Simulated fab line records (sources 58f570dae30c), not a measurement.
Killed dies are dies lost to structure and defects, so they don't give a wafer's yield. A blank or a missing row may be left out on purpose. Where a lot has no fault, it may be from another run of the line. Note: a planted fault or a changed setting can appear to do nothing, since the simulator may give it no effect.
fab line records | flow berkeley_cmos170
record: lots: 14 wafers: 42 last_day: 13
route steps=331 shown CONTACT@235 V1@256
lots that met no fault: taken from a fault-free run of the same line
start_h: hours from the record's first day to the start of the lot's first wafer shown | wait_h: how many hours have passed since the lot's step before this one | " unchanged from the row above | L1.1+2: a row that stands for several wafers | - either no value or no given start | * or withheld: withheld | < > ~ a bound
route shown NAME@n: NAME is a module with steps in the file, n the number in the route of the first one | usual: mean/standard deviation of fault-free wafers | same: alike in all rows | chamber/n: place in a boat | sites: each site's reading | _std_site: the standard deviation of these | _edge_site: the outer-site mean with the inner-site mean subtracted | radius_mm: how far each site lies from the wafer's centre | mask NAME#n: copy n | behind: the most recent tool/chamber to have shaped the wafer | hold: the reason the lot was held/the length of the hold in hours/how it ended | device: whichever transistor did not switch (one of n, p or np) | end of line: tests of these same wafers at the route's end | step lacking rows: just its recipe | killed: not the wafer's yield, but the dies lost to structure and defects at the first sort | map: the dies of a wafer, with x for killed, . for not killed, _ for no die there
set.NAME: the run value of the setting; set.NAME@STEP: its run value at that earlier step | model.NAME: the simulator's own value behind a step, which no gauge read
one table for each step of the route and one row for each wafer, over a sample of lots
services: a tool's chamber out of use, with start hour (start_h, from the record's first day; less than 0 if before it), hours out, and reason
== steps ==
step: UCB170_CONTACT_STRIP_19
recipe: chemistry: O2 power_w: 400 pressure_mtorr: 3500 platen_temp_c: withheld o2_flow_sccm: 400 overash_fraction: 0.5
usual: drypump_motor_current_A: 5.6/0.65 oes_product_au: 0.725/0.0043
columns lot.wafer tool chamber start_h wait_h drypump_motor_current_A oes_product_au rf_hours_counter_h
L450.3 plasma_asher-03 0 183.91 - 5.9 0.722 -
L450.4 " 1 " " 4.8 0.721 -
L450.6 " 0 " " 5.9 0.723 -
L447.3 plasma_asher-03 0 184.55 - 5.9 0.722 -
L447.4 " 1 " " 4.8 0.717 -
L447.6 " 1 " " 4.9 0.728 -
L448.1 plasma_asher-04 1 186.43 - 4.7 0.724 46
L448.3 " 1 " " 4.6 0.729 -
L448.6 " 0 " " 6.0 0.728 -
L449.2 plasma_asher-03 1 186.75 - 4.8 0.735 6
L449.5 " 0 " " 5.9 0.720 -
L449.6 " 1 " " 4.9 0.722 -
L451.1 plasma_asher-04 0 189.25 - 6.0 0.723 47
L451.3 " 1 " " 4.7 0.726 -
L451.5 " 1 " " 4.7 0.728 -
L454.2 plasma_asher-03 0 209.42 - 5.9 0.728 8
L454.3 " 1 " " 4.9 0.721 -
L454.5 " 0 " " 5.9 0.716 -
L453.2 plasma_asher-04 1 209.75 - 4.7 0.731 49
L453.4 " 0 " " 6.1 0.730 -
L453.6 " 1 " " 4.7 0.715 -
L455.1 plasma_asher-01 1 210.35 - 5.5 0.729 44
L455.2 " 0 " " 6.6 0.736 44
L455.5 " 0 " " 6.5 0.733 -
L456.1 plasma_asher-04 0 210.35 - 6.0 0.728 49
L456.2 " 1 " " 4.7 0.724 49
L456.3 " 0 " " 6.0 0.723 -
L458.3 plasma_asher-03 1 221.39 - 4.9 0.724 -
L458.5 " 0 " " 5.9 0.728 -
L458.6 " 1 " " 4.9 0.724 -
L459.2 plasma_asher-01 1 235.87 - 5.5 0.727 48
L459.3 " 1 " " 5.5 0.726 -
L459.6 " 1 " " 5.5 0.719 -
L461.1 plasma_asher-03 0 238.81 - 5.9 0.726 11
L461.3 " 0 " " 5.9 0.725 -
L461.6 " 0 " " 5.9 0.726 -
L463.1 plasma_asher-03 0 253.37 - 5.9 0.723 13
L463.4 " 1 " " 4.9 0.727 -
L463.6 " 1 " " 4.9 0.722 -
L470.2 plasma_asher-03 1 283.28 - 4.8 0.727 17
L470.4 " 1 " " 4.8 0.728 -
L470.6 " 1 " " 4.8 0.728 -
step: UCB170_V1_CMP_02
recipe: material: SiO2 down_force_psi: 6 platen_rpm: 60 pad_velocity_m_s: 0.75398
usual: motor_current_A: 15.5/1.2
columns lot.wafer tool chamber start_h wait_h motor_current_A
L450.4 cmp-01 0 188.08 0.1 15.9
L450.3 " 1 " " 16.8
L450.6 " 3 " " 14.1
L447.4 cmp-02 1 189.31 0.0 14.7
L447.3 " 0 " " 14.2
L447.6 " 2 " " 16.4
L449.2 cmp-02 0 190.70 0.1 14.0
L449.5 " 3 " " 17.2
L449.6 " 0 " " 14.0
L448.3 cmp-01 3 190.75 0.1 14.5
L448.1 " 0 " " 15.0
L448.6 " 2 " " 16.0
L451.1 cmp-01 1 193.31 0.1 17.3
L451.3 " 0 " " 15.0
L451.5 " 2 " " 15.7
L454.2 cmp-02 1 213.16 0.0 14.0
L454.3 " 3 " " 16.5
L454.5 " 2 " " 16.2
L453.4 cmp-01 3 214.57 0.0 14.3
L453.2 " 0 " " 15.5
L453.6 " 3 " " 12.9
L455.2 cmp-02 3 215.83 0.0 16.9
L455.1 " 1 " " 13.9
L455.5 " 0 " " 14.1
L456.2 cmp-01 2 215.83 0.0 16.8
L456.1 " 3 " " 14.5
L456.3 " 0 " " 15.7
L458.3 cmp-01 1 225.14 0.0 17.5
L458.6 " 1 " " 17.0
L458.5 " 2 " " 16.1
L459.3 cmp-02 2 240.15 0.0 15.8
L459.2 " 0 " " 14.7
L459.6 " 2 " " 15.1
L461.3 cmp-01 2 243.59 0.0 15.3
L461.1 " 0 " " 15.6
L461.6 " 2 " " 15.4
L463.4 cmp-01 3 257.66 0.1 14.3
L463.1 " 1 " " 16.6
L463.6 " 3 " " 14.5
L470.4 cmp-02 3 288.22 0.0 17.0
L470.2 " 1 " " 13.8
L470.6 " 0 " " 14.8
step: UCB170_V1_BOW_MEAS_03
recipe: mode: bow
usual: V1_BOW: 18/6.9
columns lot.wafer tool chamber start_h wait_h V1_BOW[um]
L450.3 film_metro-04 - 188.32 0.1 17
L450.4 " - " " 20
L450.6 " - " " 15
L447.3 film_metro-04 - 189.65 0.1 10
L447.4 " - " " 6
L447.6 " - " " 25
L448.1 film_metro-01 - 190.95 0.1 30
L448.3 " - " " 32
L448.6 " - " " 15
L449.2 film_metro-04 - 190.97 0.2 19
L449.5 " - " " 14
L449.6 " - " " 24
L451.1 film_metro-04 - 193.61 0.2 3
L451.3 " - " " 23
L451.5 " - " " 8
L454.2 film_metro-03 - 213.48 0.3 23
L454.3 " - " " 28
L454.5 " - " " 12
L453.2 film_metro-03 - 214.89 0.2 20
L453.4 " - " " 27
L453.6 " - " " 25
L455.1 film_metro-01 - 216.13 0.1 32
L455.2 " - " " 14
L455.5 " - " " 23
L456.1 film_metro-03 - 216.13 0.2 16
L456.2 " - " " 24
L456.3 " - " " 25
L458.3 film_metro-04 - 225.48 0.3 17
L458.5 " - " " 12
L458.6 " - " " 23
L459.2 film_metro-04 - 240.47 0.2 22
L459.3 " - " " 4
L459.6 " - " " 20
L461.1 film_metro-01 - 243.89 0.1 18
L461.3 " - " " 15
L461.6 " - " " 7
L463.1 film_metro-01 - 257.91 0.1 25
L463.4 " - " " 21
L463.6 " - " " 34
L470.2 film_metro-01 - 288.54 0.2 12
L470.4 " - " " 18
L470.6 " - " " 6
step: UCB170_V1_THK_MEAS_04
recipe: reads: SiO2_of_V1_CVD_00
usual: V1_POLISHED_THK: 1000.1/1.1
columns lot.wafer tool chamber start_h wait_h V1_POLISHED_THK[nm]
L450.3 film_metro-04 - 188.42 0.1 1002.1
L450.4 " - " " 1000.6
L450.6 " - " " 999.8
L447.3 film_metro-04 - 189.75 0.1 1000.7
L447.4 " - " " 999.3
L447.6 " - " " 998.6
L448.1 film_metro-01 - 191.07 0.1 999.6
L448.3 " - " " 1001.2
L448.6 " - " " 1000.4
L449.2 film_metro-04 - 191.08 0.1 996.9
L449.5 " - " " 1000.0
L449.6 " - " " 998.9
L451.1 film_metro-04 - 193.73 0.1 999.0
L451.3 " - " " 999.7
L451.5 " - " " 997.7
L454.2 film_metro-03 - 213.59 0.1 999.3
L454.3 " - " " 1001.0
L454.5 " - " " 1000.7
L453.2 film_metro-03 - 215.00 0.1 1001.2
L453.4 " - " " 1002.6
L453.6 " - " " 1000.5
L455.1 film_metro-01 - 216.25 0.1 999.5
L455.2 " - " " 999.7
L455.5 " - " " 999.0
L456.1 film_metro-03 - 216.25 0.1 1001.1
L456.2 " - " " 998.8
L456.3 " - " " 999.5
L458.3 film_metro-04 - 225.58 0.1 1000.7
L458.5 " - " " 1000.8
L458.6 " - " " 1002.2
L459.2 film_metro-04 - 240.58 0.1 999.5
L459.3 " - " " 999.7
L459.6 " - " " 1001.8
L461.1 film_metro-01 - 244.01 0.1 1249.7
L461.3 " - " " 1249.4
L461.6 " - " " 1250.3
L463.1 film_metro-01 - 258.03 0.1 1252.3
L463.4 " - " " 1250.9
L463.6 " - " " 1251.8
L470.2 film_metro-01 - 288.65 0.1 1001.0
L470.4 " - " " 1001.6
L470.6 " - " " 1001.3
step: UCB170_V1_CD_MEAS_12
recipe: target_cd_nm: 700
usual: cd_nm: 700.1/1.1
columns lot.wafer tool chamber start_h wait_h cd_nm
L450.3 cd_sem-02 - 192.91 - 700.9
L450.4 " - " " 700.4
L450.6 " - " " 701.3
L449.2 cd_sem-01 - 193.00 - 699.2
L449.5 " - " " 699.9
L449.6 " - " " 701.4
L448.1 cd_sem-02 - 193.14 - 701.0
L448.3 " - " " 700.2
L448.6 " - " " 700.2
L447.3 cd_sem-02 - 193.75 - 700.5
L447.4 " - " " 700.1
L447.6 " - " " 701.1
L451.1 cd_sem-02 - 196.56 - 699.3
L451.3 " - " " 699.6
L451.5 " - " " 699.8
L454.2 cd_sem-01 - 217.11 - 697.5
L454.3 " - " " 698.4
L454.5 " - " " 697.9
L453.2 cd_sem-02 - 217.40 - 699.1
L453.4 " - " " 698.6
L453.6 " - " " 698.0
L455.1 cd_sem-02 - 217.63 - 699.6
L455.2 " - " " 698.3
L455.5 " - " " 700.4
L456.1 cd_sem-02 - 217.90 - 698.9
L456.2 " - " " 699.7
L456.3 " - " " 700.6
L458.3 cd_sem-01 - 227.81 - 701.2
L458.5 " - " " 700.6
L458.6 " - " " 700.8
L459.2 cd_sem-02 - 245.08 - 700.2
L459.3 " - " " 700.1
L459.6 " - " " 700.5
L461.1 cd_sem-02 - 246.53 - 700.2
L461.3 " - " " 700.3
L461.6 " - " " 699.9
L463.1 cd_sem-02 - 260.47 - 702.1
L463.4 " - " " 701.0
L463.6 " - " " 699.6
L470.2 cd_sem-01 - 290.58 - 698.4
L470.4 " - " " 700.1
L470.6 " - " " 699.7
step: UCB170_V1_ETCH_14
recipe: chemistry: CHF3/CF4/Ar target: SiO2 stop_on: Al CHF3_flow_sccm: 45 cf4_flow_sccm: 15 Ar_flow_sccm: 150 pressure_mtorr: 200 rf_w: 700 target_depth_a: 12500 over_etch_frac: 0.25 time_s: 291
usual: cf4_flow_sccm: 14.99/0.049 drypump_motor_current_A: 5.8/0.44 oes_product_au: 0.870/0.0098 throttle_valve_pct: 6.91/0.093
same: time_s: 291
columns lot.wafer tool chamber start_h wait_h cf4_flow_sccm drypump_motor_current_A oes_product_au rf_hours_counter_h throttle_valve_pct
L450.3 rie_diel-03 2 193.02 0.0 14.93 5.6 0.860 17 6.79
L450.4 " 0 " " 15.02 5.4 0.882 - 6.90
L450.6 " 2 " " 15.04 5.7 0.870 - 6.77
L449.2 rie_diel-02 1 193.14 0.0 15.00 6.3 0.856 47 6.98
L449.5 " 3 " " 15.03 5.5 0.858 - 7.07
L449.6 " 2 " " 14.98 5.2 0.874 - 6.99
L448.1 rie_diel-04 2 193.30 0.0 14.99 6.0 0.862 107 6.74
L448.3 " 3 " " 15.00 6.0 0.854 135 6.90
L448.6 " 1 " " 14.88 5.0 0.869 - 7.05
L447.3 rie_diel-03 2 193.86 0.0 15.03 5.7 0.863 18 6.79
L447.4 " 0 " " 15.00 5.4 0.881 - 6.88
L447.6 " 2 " " 15.04 5.7 0.866 - 6.79
L451.1 rie_diel-02 1 196.72 0.0 14.98 6.3 0.864 47 6.97
L451.3 " 0 " " 15.01 6.1 0.888 67 6.90
L451.5 " 3 " " 14.95 5.5 0.857 - 7.08
L454.2 rie_diel-03 3 217.24 0.0 15.09 6.3 0.865 4 6.94
L454.3 " 0 " " 14.92 5.4 0.873 134 6.86
L454.5 " 3 " " 15.04 6.3 0.864 - 6.95
L453.2 rie_diel-02 1 217.54 0.0 15.02 6.3 0.856 48 6.97
L453.4 " 0 " " 14.97 6.1 0.904 68 6.90
L453.6 " 1 " " 15.05 6.3 0.853 - 6.97
L455.1 rie_diel-04 3 217.78 0.0 15.05 6.0 0.852 136 6.89
L455.2 " 2 " " 14.92 5.9 0.861 108 6.75
L455.5 " 2 " " 14.98 5.9 0.868 - 6.77
L456.1 rie_diel-03 2 218.06 0.0 14.95 5.7 0.869 19 6.76
L456.2 " 3 " " 14.92 6.3 0.869 4 6.96
L456.3 " 0 " " 14.97 5.4 0.877 134 6.89
L458.3 rie_diel-02 3 227.92 0.0 14.92 5.5 0.856 21 7.07
L458.5 " 0 " " 14.97 6.1 0.881 - 6.91
L458.6 " 1 " " 15.00 6.3 0.856 - 6.97
L459.2 rie_diel-03 3 245.21 0.0 15.00 6.3 0.860 5 6.96
L459.3 " 0 " " 15.12 5.4 0.885 135 6.90
L459.6 " 0 " " 15.04 5.4 0.880 - 6.88
L461.1 rie_diel-03 1 246.68 0.0 15.05 6.4 0.986 39 6.85
L461.3 " 2 " " 14.93 5.7 0.985 20 6.78
L461.6 " 2 " " 14.98 5.6 0.985 - 6.77
L463.1 rie_diel-03 1 260.63 0.0 15.01 6.4 0.980 40 6.85
L463.4 " 3 " " 14.99 6.3 0.988 7 6.94
L463.6 " 0 " " 15.02 5.4 0.999 - 6.88
L470.2 rie_diel-04 1 290.72 0.0 14.93 5.0 0.877 5 7.05
L470.4 " 2 " " 14.94 5.9 0.866 111 6.75
L470.6 " 0 " " 15.07 5.4 0.874 - 7.01
== services ==
columns tool chamber start_h hours kind
cmp-02 - 161.67 0.3 repair
rie_diel-03 1 179.15 15.9 repair
rie_diel-04 0 179.73 16.7 repair
rie_diel-04 3 195.17 5.8 repair
rie_diel-04 2 200.18 10.8 repair
cmp-02 - 204.39 8.2 repair
plasma_asher-03 - 228.49 5.8 repair
rie_diel-04 3 229.26 - clean
rie_diel-04 3 229.26 20.4 scheduled_down
rie_diel-04 3 229.26 20.4 vent_cycle
cmp-02 - 232.08 4.0 pm
plasma_asher-04 - 233.75 0.6 repair
cmp-02 - 236.08 - consumable_replace:conditioner
cmp-02 - 236.08 - consumable_replace:pad
rie_diel-04 - 243.96 3.2 repair
plasma_asher-04 - 249.31 12.7 repair
rie_diel-03 2 267.16 10.2 repair
rie_diel-03 0 277.32 - clean
rie_diel-03 0 277.32 17.3 scheduled_down
rie_diel-03 0 277.32 17.3 vent_cycle
cmp-02 - 281.88 0.7 repair
rie_diel-02 - 282.56 4.3 pm
plasma_asher-04 - 290.43 3.0 repair
== key ==
first_sign: step: UCB170_V1_THK_MEAS_04 reading: V1_POLISHED_THK direction: up sigmas: 99+ usual: 1000.1 struck: 1250.8
effect: step: UCB170_V1_ETCH_14 reading: oes_product_au direction: up sigmas: 12 usual: 0.870 struck: 0.987
met_at UCB170_V1_CMP_02
struck_lots L461,L463
later_rows_left_out L461.1,L463.1
sort_left_out L461.1,L461.3,L461.6,L463.1,L463.4,L463.6
not_acting_at UCB170_CONTACT_STRIP_19,UCB170_V1_BOW_MEAS_03,UCB170_V1_CD_MEAS_12
onset_between 225.14 243.59
fault: kind: process_parameter_drift tool: cmp-01 chamber: - onset_h: 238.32 steps: UCB170_V1_CMP_02 channel: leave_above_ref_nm offset: 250 shape: step end_h: 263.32 acts_in: these_recipes_only stated: 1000
sort_left_out: the simulated sort isn't trusted on such a fault, so these wafers' sort isn't shown, and their yield isn't known
later_rows_left_out: the simulator's readings of these wafers behind a module that went badly wrong aren't trusted and aren't shown, but for the sort
